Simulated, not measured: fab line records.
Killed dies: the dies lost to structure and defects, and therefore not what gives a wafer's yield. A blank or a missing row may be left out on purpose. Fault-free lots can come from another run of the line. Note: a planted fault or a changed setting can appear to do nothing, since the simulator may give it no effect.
Matching of chambers :: flow rit_cmos :: 4 sister chambers for RIT_CONTACT_ETCH_11 on rie_diel-01
The step etches SiO2 in CHF3/CF4/Ar, stops on TiSi2, target depth 480 nm, time 320 s. 15 wafers are shown with their chamber, then 7 later ones without.

WAFERS PAIRED WITH THEIR CHAMBERS
wafer: L494.3
chamber: 0
drypump_motor_current_A (A): 6.6
throttle_valve_pct (%): 8.59
oes_product_au (a.u.): 0.973

wafer: L494.4
chamber: 3
drypump_motor_current_A (A): 5.6
throttle_valve_pct (%): 8.81
oes_product_au (a.u.): 0.981

wafer: L494.5
chamber: 1
drypump_motor_current_A (A): 5.8
throttle_valve_pct (%): 8.94
oes_product_au (a.u.): 1.002

wafer: L496.1
chamber: 3
drypump_motor_current_A (A): 5.6
throttle_valve_pct (%): 8.80
oes_product_au (a.u.): 0.985

wafer: L496.3
chamber: 2
drypump_motor_current_A (A): 5.2
throttle_valve_pct (%): 8.71
oes_product_au (a.u.): 0.979

wafer: L496.6
chamber: 2
drypump_motor_current_A (A): 5.2
throttle_valve_pct (%): 8.71
oes_product_au (a.u.): 0.977

wafer: L502.3
chamber: 1
drypump_motor_current_A (A): 5.8
throttle_valve_pct (%): 8.96
oes_product_au (a.u.): 1.005

wafer: L502.4
chamber: 1
drypump_motor_current_A (A): 5.8
throttle_valve_pct (%): 8.97
oes_product_au (a.u.): 1.006

wafer: L502.6
chamber: 2
drypump_motor_current_A (A): 5.2
throttle_valve_pct (%): 8.70
oes_product_au (a.u.): 0.980

wafer: L501.5
chamber: 3
drypump_motor_current_A (A): 5.6
throttle_valve_pct (%): 8.78
oes_product_au (a.u.): 0.985

wafer: L504.1
chamber: 3
drypump_motor_current_A (A): 5.6
throttle_valve_pct (%): 8.82
oes_product_au (a.u.): 0.978

wafer: L504.2
chamber: 1
drypump_motor_current_A (A): 5.8
throttle_valve_pct (%): 8.95
oes_product_au (a.u.): 1.020

wafer: L504.4
chamber: 0
drypump_motor_current_A (A): 6.5
throttle_valve_pct (%): 8.59
oes_product_au (a.u.): 0.968

wafer: L508.3
chamber: 2
drypump_motor_current_A (A): 5.3
throttle_valve_pct (%): 8.71
oes_product_au (a.u.): 0.972

wafer: L508.4
chamber: 1
drypump_motor_current_A (A): 5.8
throttle_valve_pct (%): 8.97
oes_product_au (a.u.): 1.009

SIGNATURES, as means of the wafers listed above
reading: drypump_motor_current_A
chamber 0: 6.550
chamber 1: 5.800
chamber 2: 5.225
chamber 3: 5.600
scatter within a chamber: 0.0337

reading: throttle_valve_pct
chamber 0: 8.5900
chamber 1: 8.9580
chamber 2: 8.7075
chamber 3: 8.8025
scatter within a chamber: 0.0122

reading: oes_product_au
chamber 0: 0.97050
chamber 1: 1.00840
chamber 2: 0.97700
chamber 3: 0.98225
scatter within a chamber: 0.00503
Rule: distance of a wafer from a chamber = root of the sum over the readings of ((wafer's reading minus chamber's mean) / reading's scatter) squared. The wafer belongs to the nearest chamber; if the next one is less than 2 further off, it can't be placed. The scatter: take each reading less its chamber's mean, square it, sum over the shown wafers, divide by the number of wafers less the number of chambers, and take the root.

WAFERS WITH NO CHAMBER GIVEN
wafer: L508.6
drypump_motor_current_A (A): 5.2
throttle_valve_pct (%): 8.71
oes_product_au (a.u.): 0.974

wafer: L514.1
drypump_motor_current_A (A): 5.6
throttle_valve_pct (%): 8.80
oes_product_au (a.u.): 0.985

wafer: L514.2
drypump_motor_current_A (A): 5.8
throttle_valve_pct (%): 8.96
oes_product_au (a.u.): 1.000

wafer: L514.6
drypump_motor_current_A (A): 6.5
throttle_valve_pct (%): 8.59
oes_product_au (a.u.): 0.974

wafer: L515.1
drypump_motor_current_A (A): 5.6
throttle_valve_pct (%): 8.79
oes_product_au (a.u.): 0.975

wafer: L515.3
drypump_motor_current_A (A): 5.8
throttle_valve_pct (%): 8.95
oes_product_au (a.u.): 1.008

wafer: L515.4
drypump_motor_current_A (A): 6.5
throttle_valve_pct (%): 8.57
oes_product_au (a.u.): 0.970

CHAMBER TAKEN BY EACH
wafer: L508.6
from the rows above: 2
in truth: 2

wafer: L514.1
from the rows above: 3
in truth: 3

wafer: L514.2
from the rows above: 1
in truth: 1

wafer: L514.6
from the rows above: 0
in truth: 0

wafer: L515.1
from the rows above: 3
in truth: 3

wafer: L515.3
from the rows above: 1
in truth: 1

wafer: L515.4
from the rows above: 0
in truth: 0
Placed correctly: 7 of 7. Number that these rows cannot place: 0. Wrongly placed: 0.
